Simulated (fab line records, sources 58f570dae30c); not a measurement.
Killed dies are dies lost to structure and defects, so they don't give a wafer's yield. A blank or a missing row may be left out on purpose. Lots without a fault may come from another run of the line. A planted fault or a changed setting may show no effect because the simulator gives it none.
fab line records | flow berkeley_cmos170
record lots=5 wafers=23
route steps=331 shown NWELL@21 ACTIVE@65 PFIELD@87 FIELD@89 SACOX@98 NVT@105 GATE@125 PLDD@146
start_h: hours from the record's first day to the start of the lot's first wafer shown | wait_h: hours since the lot's step before | " the same as in the row above | L1.1+2: a row that stands for several wafers | - no value, or no start given | * or withheld: withheld | < > ~ a bound
route shown NAME@n: a module of which the file shows steps, and the number in the route of the first | usual: mean/standard deviation of fault-free wafers | same: alike in all rows | chamber/n: place in a boat | sites: the reading at each site | _std_site: their standard deviation | _edge_site: outer sites' mean less inner sites' | radius_mm: how far each site lies from the wafer's centre | mask NAME#n: copy n | behind: the tool/chamber that last shaped the wafer | hold: why the lot was held/for how many hours/how that ended | device: the transistor (n, p or np) that didn't switch | end of line: the same wafers' tests at the end of the route | a step without rows: its recipe alone | killed: dies lost to structure and defects at the first sort, not the wafer's yield | map: a wafer's dies, x killed, . not, _ none there
set.NAME: the setting as run; set.NAME@STEP: as run at that earlier step | model.NAME: the simulator's own value behind a step, which no gauge read
lots whose settings were changed on purpose; a table a step, a row a wafer
## steps
# step UCB170_NWELL_COAT_07
# recipe resist=KrF spin_rpm=1500 resist_thk_nm=900
# columns lot.wafer tool chamber start_h wait_h set.resist_thk_nm model.KrF_of_NWELL_COAT_07.thk_nm
L075.1 litho_track-01 0 35.13 0.1 877.5 879.6
L075.2 " 0 " " 877.5 878
L075.4 " 0 " " 900 900.1
L075.5 " 0 " " 900 901.4
L075.6 " 0 " " 900 901.3
L077.1 litho_track-02 0 44.64 0.1 900 902.3
L077.2 " 0 " " 900 900.6
L077.3 " 0 " " 900 900.3
L077.4 " 0 " " 900 901
L077.6 " 0 " " 900 900
L080.1 litho_track-02 0 60.52 0.1 918.3 919.6
L080.2 " 0 " " 918.3 923.1
L080.4 " 0 " " 900 902.5
L080.5 " 0 " " 918.3 922.8
L080.6 " 0 " " 900 903.4
L083.2 litho_track-02 0 78.40 0.1 900 900.6
L083.3 " 0 " " 868.4 871.6
L083.4 " 0 " " 868.4 869.3
L083.5 " 0 " " 900 899.6
L083.6 " 0 " " 900 904.3
L085.1 litho_track-04 0 82.25 0.1 900 895
L085.2 " 0 " " 900 894.8
L085.3 " 0 " " 900 898.5
# step UCB170_NWELL_SOFTBAKE_08
# recipe resist=KrF temp_c=130 time_s=60
# step UCB170_NWELL_EXPOSE_09
# recipe mask_id=NWELL target_cd_nm=3000 na=0.5 sigma_outer=0.6 source_shape=conventional dose_mj=25.4
# step UCB170_NWELL_DEVELOP_11
# recipe developer=TMAH develop_time_s=45 resist=KrF dev_temp_c=21
# step UCB170_NWELL_ETCH_13
# recipe chemistry=CH3F/Ar/O2 target=Si3N4 stop_on=SiO2 CH3F_flow_sccm=20 Ar_flow_sccm=50 O2_flow_sccm=7 pressure_mtorr=50 rf_w=450 target_depth_a=2464 over_etch_frac=0.1 time_s=154
# columns lot.wafer tool chamber start_h wait_h set.resist_thk_nm@NWELL_COAT_07 model.KrF_of_NWELL_COAT_07.thk_nm
L075.1 rie_diel-01 2 35.85 0.0 877.5 704.1
L075.2 " 3 " " 877.5 697.6
L075.4 " 0 " " 900 722
L075.5 " 3 " " 900 719.8
L075.6 " 2 " " 900 725.2
L077.1 rie_diel-03 0 45.60 0.0 900 726.8
L077.2 " 1 " " 900 723.2
L077.3 " 3 " " 900 725
L077.4 " 2 " " 900 725.3
L077.6 " 0 " " 900 724.1
L080.1 rie_diel-01 3 61.58 0.0 918.3 741.8
L080.2 " 2 " " 918.3 750.7
L080.4 " 0 " " 900 725.3
L080.5 " 0 " " 918.3 746.1
L080.6 " 1 " " 900 726.2
L083.2 rie_diel-04 0 84.99 0.0 900 723
L083.3 " 3 " " 868.4 693.6
L083.4 " 3 " " 868.4 690.5
L083.5 " 0 " " 900 723.3
L083.6 " 1 " " 900 727.2
L085.1 rie_diel-03 0 85.79 0.0 900 720.8
L085.2 " 1 " " 900 716.1
L085.3 " 3 " " 900 722.2
# step UCB170_NWELL_IMPLANT_14
# recipe species=P dose_cm2=1e+13 energy_kev=150 tilt_deg=7
# columns lot.wafer tool chamber start_h wait_h set.energy_kev model.implant.rp_nm model.implant.drp_nm
L075.1+4+6 implanter-04 0 35.96 0.1 150 191.5 62.72
L075.2+5 " 0 " " 157.1 200.9 64.94
L077.1+2 implanter-03 0 45.70 0.1 150 184.7 62.72
L077.3+4+6 " 0 " " 146.1 179.7 61.45
L080.1+4 implanter-04 0 61.68 0.1 157.2 189.7 64.97
L080.2+5+6 " 0 " " 150 180.7 62.72
L083.2+6 implanter-04 0 85.11 0.1 156.1 194.6 64.63
L083.3+4+5 " 0 " " 150 186.7 62.72
L085.1+2+3 implanter-04 0 85.89 0.1 150 190.3 62.72
# step UCB170_NWELL_STRIP_15
# recipe chemistry=O2 power_w=400 pressure_mtorr=3500 platen_temp_c=withheld o2_flow_sccm=400 overash_fraction=0.5
# usual strip_time_to_endpoint_s=18.07/0.073
# columns lot.wafer tool chamber start_h wait_h set.resist_thk_nm@NWELL_COAT_07 strip_time_to_endpoint_s
L075.1 plasma_asher-01 0 36.11 0.1 877.5 17.60
L075.2 " 1 " " 877.5 17.44
L075.4 " 1 " " 900 18.03
L075.5 " 0 " " 900 17.97
L075.6 " 1 " " 900 18.09
L077.1 plasma_asher-01 1 45.85 0.1 900 18.15
L077.2 " 0 " " 900 18.06
L077.3 " 0 " " 900 18.10
L077.4 " 1 " " 900 18.12
L077.6 " 1 " " 900 18.07
L080.1 plasma_asher-04 0 61.83 0.1 918.3 18.48
L080.2 " 1 " " 918.3 18.71
L080.4 " 1 " " 900 18.10
L080.5 " 0 " " 918.3 18.59
L080.6 " 1 " " 900 18.12
L083.2 plasma_asher-04 1 85.24 0.1 900 18.05
L083.3 " 0 " " 868.4 17.36
L083.4 " 1 " " 868.4 17.28
L083.5 " 1 " " 900 18.07
L083.6 " 0 " " 900 18.14
L085.1 plasma_asher-02 1 86.04 0.1 900 18.00
L085.2 " 0 " " 900 17.89
L085.3 " 1 " " 900 18.04
# step UCB170_ACTIVE_CVD_05
# recipe material=Si3N4 target_thk_nm=220 temp_c=800 precursor=SiH2Cl2/NH3 time_s=3300 pressure_mtorr=200 sih2cl2_flow_sccm=25 nh3_flow_sccm=75
# columns lot.wafer tool chamber start_h wait_h set.nh3_flow_sccm
L075.1+2+4+5+6 - - - 0.0 67.27
L077.1+2+3+4+6 - - - 0.0 69.93
L080.1+2+4+5+6 - - - 0.0 81.75
L085.1+2+3 lpcvd-02 1 120.29 0.0 75
L083.2+3+4+5+6 - - - 0.0 80.65
# step UCB170_ACTIVE_ETCH_15
# recipe chemistry=CH3F/Ar/O2 target=Si3N4 stop_on=SiO2 CH3F_flow_sccm=20 Ar_flow_sccm=50 O2_flow_sccm=7 pressure_mtorr=50 rf_w=450 target_depth_a=2420 over_etch_frac=0.1 time_s=151
# columns lot.wafer tool chamber start_h wait_h set.over_etch_frac
L075.1+4 rie_diel-01 3,0 84.66 0.0 0.1262
L075.2+5+6 " 2,0,3 " " 0.1
L077.1+2+6 rie_diel-01 1,3,2 88.11 0.0 0.08143
L077.3+4 " 0,2 " " 0.1
L080.1+2+6 rie_diel-02 2,3,0 109.49 0.0 0.1
L080.4+5 " 0,3 " " 0.1239
L085.1+2+3 rie_diel-02 1,0,3 123.69 0.0 0.1
L083.2+3+4+5+6 rie_diel-01 2,3,1,3,2 135.49 0.0 0.1
# step UCB170_ACTIVE_STRIP_16
# recipe chemistry=O2 power_w=400 pressure_mtorr=3500 platen_temp_c=withheld o2_flow_sccm=400 overash_fraction=0.5
# step UCB170_PFIELD_STRIP_08
# recipe chemistry=O2 power_w=400 pressure_mtorr=3500 platen_temp_c=withheld o2_flow_sccm=400 overash_fraction=0.5
# step UCB170_FIELD_CLEAN_00
# recipe chemistry=dHF dilution=25:1 time_s=7.5
# columns lot.wafer tool chamber start_h wait_h set.nh3_flow_sccm@ACTIVE_CVD_05 model.Si3N4_of_ACTIVE_CVD_05.thk_nm
L075.1 wet_bench-04 0 88.57 0.1 67.27 200.4
L075.2 " 0 " " 67.27 199.9
L075.4 " 0 " " 67.27 202.2
L075.5 " 0 " " 67.27 198.4
L075.6 " 0 " " 67.27 200.5
L077.1 wet_bench-03 0 92.56 0.3 69.93 210
L077.2 " 0 " " 69.93 208.2
L077.3 " 0 " " 69.93 208.8
L077.4 " 0 " " 69.93 209.9
L077.6 " 0 " " 69.93 208
L080.1 wet_bench-04 0 114.09 0.1 81.75 233.7
L080.2 " 0 " " 81.75 235.2
L080.4 " 0 " " 81.75 235.1
L080.5 " 0 " " 81.75 235.7
L080.6 " 0 " " 81.75 235.6
L085.1 wet_bench-03 3 126.62 0.1 75 223.5
L085.2 " 3 " " 75 221.5
L085.3 " 3 " " 75 219.7
L083.2 wet_bench-01 3 137.58 0.3 80.65 236.7
L083.3 " 3 " " 80.65 237.1
L083.4 " 3 " " 80.65 235.1
L083.5 " 3 " " 80.65 236
L083.6 " 3 " " 80.65 236.8
# step UCB170_FIELD_OXIDATION_01
# recipe temp_c=1000 ambient=H2O p_h2o_torr=584.62 target_thk_a=5583 ox_time_s=7200
# columns lot.wafer tool chamber start_h wait_h set.ox_time_s set.nh3_flow_sccm@ACTIVE_CVD_05 model.SiO2_of_FIELD_OXIDATION_01.thk_nm model.Si3N4_of_ACTIVE_CVD_05.thk_nm
L075.1 - - - 1.0 7895 67.27 592.5 193.3
L075.2 " - " " 7895 67.27 590.2 192.8
L075.4 " - " " 7895 67.27 593.5 195
L075.5 " - " " 7895 67.27 586.4 191.3
L075.6 " - " " 7895 67.27 586.8 193.4
L077.1 - - - 2.6 6441 69.93 496.2 203.8
L077.2 " - " " 6441 69.93 514.7 202
L077.3 " - " " 6441 69.93 498.9 202.6
L077.4 " - " " 6441 69.93 499.7 203.7
L077.6 " - " " 6441 69.93 507.5 201.8
L080.1 - - - 1.5 8270 81.75 608.7 226.4
L080.2 " - " " 8270 81.75 622.5 227.9
L080.4 " - " " 8270 81.75 623.9 227.8
L080.5 " - " " 8270 81.75 615.7 228.4
L080.6 " - " " 8270 81.75 611.1 228.2
L085.1 furnace-04 0 129.52 2.9 7200 75 577 216.8
L085.2 " 0 " " 7200 75 572.9 214.8
L085.3 " 0 " " 7200 75 577.4 213
L083.2 - - - 1.6 6708 80.65 534.9 230.3
L083.3 " - " " 6708 80.65 538.1 230.7
L083.4 " - " " 6708 80.65 528.3 228.7
L083.5 " - " " 6708 80.65 531.1 229.6
L083.6 " - " " 6708 80.65 532.5 230.4
# step UCB170_FIELD_THK_MEAS_02
# recipe reads=SiO2_of_FIELD_OXIDATION_01
# usual FIELD_OXIDE_THK=559/11
# columns lot.wafer tool chamber start_h wait_h set.ox_time_s@FIELD_OXIDATION_01 FIELD_OXIDE_THK[nm]
L075.1 film_metro-03 - - - 7895 593
L075.2 " - " " 7895 590
L075.4 " - " " 7895 593
L075.5 " - " " 7895 586
L075.6 " - " " 7895 587
L077.1 film_metro-03 - - - 6441 496
L077.2 " - " " 6441 515
L077.3 " - " " 6441 499
L077.4 " - " " 6441 499
L077.6 " - " " 6441 508
L080.1 film_metro-02 - - - 8270 609
L080.2 " - " " 8270 622
L080.4 " - " " 8270 624
L080.5 " - " " 8270 616
L080.6 " - " " 8270 611
L085.1 film_metro-03 - 132.52 0.0 7200 577
L085.2 " - " " 7200 573
L085.3 " - " " 7200 578
L083.2 film_metro-01 - - - 6708 535
L083.3 " - " " 6708 538
L083.4 " - " " 6708 528
L083.5 " - " " 6708 531
L083.6 " - " " 6708 532
# step UCB170_FIELD_ANNEAL_03
# recipe temp_c=1000 time_s=1200 ambient=N2
# step UCB170_FIELD_WET_ETCH_04
# recipe chemistry=dHF dilution=10:1 target=SiO2 temp_c=25 time_s=60
# step UCB170_FIELD_WET_ETCH_05
# recipe chemistry=H3PO4 target=Si3N4 temp_c=160 time_s=12600
# step UCB170_FIELD_WET_ETCH_06
# recipe chemistry=BOE dilution=5:1 target=SiO2 temp_c=25 time_s=22
# step UCB170_FIELD_THK_MEAS_90
# recipe reads=SiO2_of_FIELD_OXIDATION_01
# usual FIELD_OXIDE_LEFT_1_THK=442/10
# columns lot.wafer tool chamber start_h wait_h set.ox_time_s@FIELD_OXIDATION_01 FIELD_OXIDE_LEFT_1_THK[nm]
L075.1 film_metro-03 - 100.33 0.0 7895 476
L075.2 " - " " 7895 474
L075.4 " - " " 7895 477
L075.5 " - " " 7895 470
L075.6 " - " " 7895 470
L077.1 film_metro-03 - 106.05 0.0 6441 380
L077.2 " - " " 6441 398
L077.3 " - " " 6441 383
L077.4 " - " " 6441 384
L077.6 " - " " 6441 392
L080.1 film_metro-02 - 126.53 0.0 8270 490
L080.2 " - " " 8270 505
L080.4 " - " " 8270 506
L080.5 " - " " 8270 498
L080.6 " - " " 8270 494
L085.1 film_metro-03 - 140.16 0.0 7200 458
L085.2 " - " " 7200 454
L085.3 " - " " 7200 459
L083.2 film_metro-03 - 150.18 0.1 6708 417
L083.3 " - " " 6708 420
L083.4 " - " " 6708 411
L083.5 " - " " 6708 413
L083.6 " - " " 6708 415
# step UCB170_SACOX_OXIDATION_01
# recipe temp_c=900 ambient=O2 target_thk_a=144 ox_time_s=2400
# columns lot.wafer tool chamber start_h wait_h set.temp_c model.SiO2_of_SACOX_OXIDATION_01.thk_nm
L075.1 - - - 1.8 919.2 17.75
L075.2 " - " " 919.2 17.86
L075.4 " - " " 919.2 17.85
L075.5 " - " " 919.2 17.65
L075.6 " - " " 919.2 17.57
L077.1 - - - 0.8 925.5 18.2
L077.2 " - " " 925.5 18.13
L077.3 " - " " 925.5 18.23
L077.4 " - " " 925.5 18.27
L077.6 " - " " 925.5 18.17
L080.1 - - - 2.7 893 13.16
L080.2 " - " " 893 12.93
L080.4+5 " - " " 893 13.01
L080.6 " - " " 893 12.83
L085.1 furnace-01 0 142.22 2.0 900 14.69
L085.2 " 0 " " 900 14.76
L085.3 " 0 " " 900 14.9
L083.2 - - - 7.0 921.1 17.67
L083.3 " - " " 921.1 17.78
L083.4 " - " " 921.1 18.03
L083.5 " - " " 921.1 18.38
L083.6 " - " " 921.1 17.98
# step UCB170_SACOX_THK_MEAS_02
# recipe reads=SiO2_of_SACOX_OXIDATION_01
# usual SACOX_OXIDE_THK=14.33/0.26
# columns lot.wafer tool chamber start_h wait_h set.temp_c@SACOX_OXIDATION_01 SACOX_OXIDE_THK[nm]
L075.1 film_metro-04 - - - 919.2 17.78
L075.2 " - " " 919.2 17.85
L075.4 " - " " 919.2 17.84
L075.5 " - " " 919.2 17.66
L075.6 " - " " 919.2 17.58
L077.1 film_metro-02 - - - 925.5 18.18
L077.2 " - " " 925.5 18.16
L077.3 " - " " 925.5 18.20
L077.4 " - " " 925.5 18.26
L077.6 " - " " 925.5 18.11
L080.1 film_metro-04 - - - 893 13.17
L080.2 " - " " 893 12.95
L080.4 " - " " 893 13.02
L080.5 " - " " 893 13.04
L080.6 " - " " 893 12.88
L085.1 film_metro-04 - 143.88 0.0 900 14.67
L085.2 " - " " 900 14.77
L085.3 " - " " 900 14.87
L083.2 film_metro-04 - - - 921.1 17.66
L083.3 " - " " 921.1 17.78
L083.4 " - " " 921.1 17.97
L083.5 " - " " 921.1 18.41
L083.6 " - " " 921.1 17.99
# step UCB170_NVT_COAT_01
# recipe resist=KrF spin_rpm=1500 resist_thk_nm=900
# columns lot.wafer tool chamber start_h wait_h set.resist_thk_nm model.KrF_of_NVT_COAT_01.thk_nm
L075.1 litho_track-02 0 109.45 0.1 900 898.8
L075.2 " 0 " " 900 896.7
L075.4 " 0 " " 900 896.9
L075.5 " 0 " " 900 899.9
L075.6 " 0 " " 900 901.2
L077.1 litho_track-02 0 115.52 0.1 900 896.3
L077.2 " 0 " " 900 896
L077.3 " 0 " " 900 898.6
L077.4 " 0 " " 953.5 951
L077.6 " 0 " " 953.5 953
L080.1 litho_track-01 0 139.63 0.1 900 901.7
L080.2 " 0 " " 900 903.5
L080.4+5 " 0 " " 900 901.2
L080.6 " 0 " " 900 900.9
L085.1 litho_track-04 0 153.67 0.1 900 901.1
L085.2 " 0 " " 900 900
L085.3 " 0 " " 900 902.1
L083.2 litho_track-02 0 166.65 0.1 928.6 923.3
L083.3 " 0 " " 900 898
L083.4 " 0 " " 928.6 923.7
L083.5 " 0 " " 928.6 925.6
L083.6 " 0 " " 900 895
# step UCB170_NVT_SOFTBAKE_02
# recipe resist=KrF temp_c=130 time_s=60
# step UCB170_NVT_EXPOSE_03
# recipe mask_id=PWELL target_cd_nm=3000 na=0.5 sigma_outer=0.6 source_shape=conventional dose_mj=30
# step UCB170_NVT_IMPLANT_07
# recipe species=BF2 dose_cm2=3.074e+12 energy_kev=50 tilt_deg=7
# step UCB170_NVT_STRIP_08
# recipe chemistry=O2 power_w=400 pressure_mtorr=3500 platen_temp_c=withheld o2_flow_sccm=400 overash_fraction=0.5
# usual strip_time_to_endpoint_s=21.60/0.057
# columns lot.wafer tool chamber start_h wait_h set.resist_thk_nm@NVT_COAT_01 strip_time_to_endpoint_s
L075.1 plasma_asher-02 0 110.57 0.1 900 21.58
L075.2 " 1 " " 900 21.55
L075.4 " 1 " " 900 21.54
L075.5 " 1 " " 900 21.63
L075.6 " 0 " " 900 21.65
L077.1 plasma_asher-04 1 117.50 0.2 900 21.54
L077.2 " 0 " " 900 21.54
L077.3 " 0 " " 900 21.57
L077.4 " 1 " " 953.5 22.84
L077.6 " 0 " " 953.5 22.90
L080.1 plasma_asher-01 1 141.54 0.1 900 21.66
L080.2 " 0 " " 900 21.71
L080.4 " 0 " " 900 21.66
L080.5 " 0 " " 900 21.67
L080.6 " 1 " " 900 21.65
L085.1 plasma_asher-04 0 154.68 0.1 900 21.64
L085.2 " 1 " " 900 21.64
L085.3 " 1 " " 900 21.67
L083.2 plasma_asher-04 1 168.48 0.1 928.6 22.16
L083.3 " 0 " " 900 21.58
L083.4 " 1 " " 928.6 22.18
L083.5 " 0 " " 928.6 22.24
L083.6 " 1 " " 900 21.51
# step UCB170_NVT_CLEAN_10
# recipe chemistry=SPM temp_c=120 time_s=600
# step UCB170_GATE_WET_ETCH_00
# recipe chemistry=dHF dilution=25:1 target=SiO2 temp_c=25 time_s=200
# step UCB170_FIELD_THK_MEAS_91
# recipe reads=SiO2_of_FIELD_OXIDATION_01
# usual FIELD_OXIDE_LEFT_2_THK=354/11
# columns lot.wafer tool chamber start_h wait_h set.ox_time_s@FIELD_OXIDATION_01 FIELD_OXIDE_LEFT_2_THK[nm]
L075.1 film_metro-03 - - - 7895 384
L075.2 " - " " 7895 381
L075.4 " - " " 7895 384
L075.5 " - " " 7895 377
L075.6 " - " " 7895 378
L077.1 film_metro-03 - - - 6441 290
L077.2 " - " " 6441 308
L077.3 " - " " 6441 293
L077.4 " - " " 6441 293
L077.6 " - " " 6441 301
L080.1 film_metro-02 - - - 8270 401
L080.2 " - " " 8270 415
L080.4 " - " " 8270 417
L080.5 " - " " 8270 409
L080.6 " - " " 8270 404
L085.1 film_metro-03 - 156.26 0.0 7200 370
L085.2 " - " " 7200 366
L085.3 " - " " 7200 370
L083.2 film_metro-03 - - - 6708 329
L083.3 " - " " 6708 333
L083.4 " - " " 6708 323
L083.5 " - " " 6708 325
L083.6 " - " " 6708 327
# step UCB170_PLDD_COAT_01
# recipe resist=KrF spin_rpm=1500 resist_thk_nm=900
# columns lot.wafer tool chamber start_h wait_h set.resist_thk_nm model.KrF_of_PLDD_COAT_01.thk_nm
L075.1 litho_track-03 0 127.95 0.1 900 900.3
L075.2 " 0 " " 948.1 946.1
L075.4 " 0 " " 900 899.5
L075.5 " 0 " " 948.1 945.9
L075.6 " 0 " " 900 898.4
L077.1 litho_track-02 0 130.84 0.1 923.6 921.5
L077.2 " 0 " " 900 896.7
L077.3 " 0 " " 923.6 919.8
L077.4 " 0 " " 923.6 922.7
L077.6 " 0 " " 900 899.7
L080.1 litho_track-02 0 155.97 0.1 900 900.4
L080.2 " 0 " " 944.5 947
L080.4 " 0 " " 900 901.1
L080.5 " 0 " " 944.5 946.8
L080.6 " 0 " " 900 901.8
L085.1 litho_track-04 0 177.77 0.1 900 896.6
L085.2 " 0 " " 900 896
L085.3 " 0 " " 900 893.6
L083.2 litho_track-04 0 186.17 0.1 900 895.4
L083.3 " 0 " " 929.7 926.2
L083.4 " 0 " " 929.7 927.4
L083.5 " 0 " " 929.7 925.2
L083.6 " 0 " " 900 896.9
## key
split step=UCB170_NWELL_COAT_07 setting=resist_thk_nm stated=900 by=wafer
response step=UCB170_NWELL_COAT_07 reading=model.KrF_of_NWELL_COAT_07.thk_nm change=+8.92 per=1% r=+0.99
response step=UCB170_NWELL_ETCH_13 reading=model.KrF_of_NWELL_COAT_07.thk_nm change=+9.23 per=1% r=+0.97
response step=UCB170_NWELL_STRIP_15 reading=strip_time_to_endpoint_s change=* per=1% r=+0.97
split step=UCB170_NWELL_IMPLANT_14 setting=energy_kev stated=150 by=wafer
response step=UCB170_NWELL_IMPLANT_14 reading=model.implant.rp_nm change=+1.94 per=1% r=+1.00
response step=UCB170_NWELL_IMPLANT_14 reading=model.implant.drp_nm change=+0.47 per=1% r=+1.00
split step=UCB170_ACTIVE_CVD_05 setting=nh3_flow_sccm stated=75 by=lot
response step=UCB170_FIELD_CLEAN_00 reading=model.Si3N4_of_ACTIVE_CVD_05.thk_nm change=+1.85 per=1% r=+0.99
response step=UCB170_FIELD_OXIDATION_01 reading=model.Si3N4_of_ACTIVE_CVD_05.thk_nm change=+1.84 per=1% r=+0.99
split step=UCB170_ACTIVE_ETCH_15 setting=over_etch_frac stated=0.1 by=wafer
response none clear
split step=UCB170_FIELD_OXIDATION_01 setting=ox_time_s stated=7200 by=lot
response step=UCB170_FIELD_OXIDATION_01 reading=model.SiO2_of_FIELD_OXIDATION_01.thk_nm change=+4.1 per=1% r=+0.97
response step=UCB170_FIELD_THK_MEAS_02 reading=FIELD_OXIDE_THK change=+4.1 per=1% r=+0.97
response step=UCB170_FIELD_THK_MEAS_90 reading=FIELD_OXIDE_LEFT_1_THK change=+4.07 per=1% r=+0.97
response step=UCB170_FIELD_THK_MEAS_91 reading=FIELD_OXIDE_LEFT_2_THK change=+4.01 per=1% r=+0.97
split step=UCB170_SACOX_OXIDATION_01 setting=temp_c stated=900 by=lot
response step=UCB170_SACOX_OXIDATION_01 reading=model.SiO2_of_SACOX_OXIDATION_01.thk_nm change=+1.47 per=1% r=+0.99
response step=UCB170_SACOX_THK_MEAS_02 reading=SACOX_OXIDE_THK change=+1.46 per=1% r=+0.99
split step=UCB170_NVT_COAT_01 setting=resist_thk_nm stated=900 by=wafer
response step=UCB170_NVT_COAT_01 reading=model.KrF_of_NVT_COAT_01.thk_nm change=+9.14 per=1% r=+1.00
response step=UCB170_NVT_STRIP_08 reading=strip_time_to_endpoint_s change=* per=1% r=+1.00
split step=UCB170_PLDD_COAT_01 setting=resist_thk_nm stated=900 by=wafer
response step=UCB170_PLDD_COAT_01 reading=model.KrF_of_PLDD_COAT_01.thk_nm change=+8.98 per=1% r=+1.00
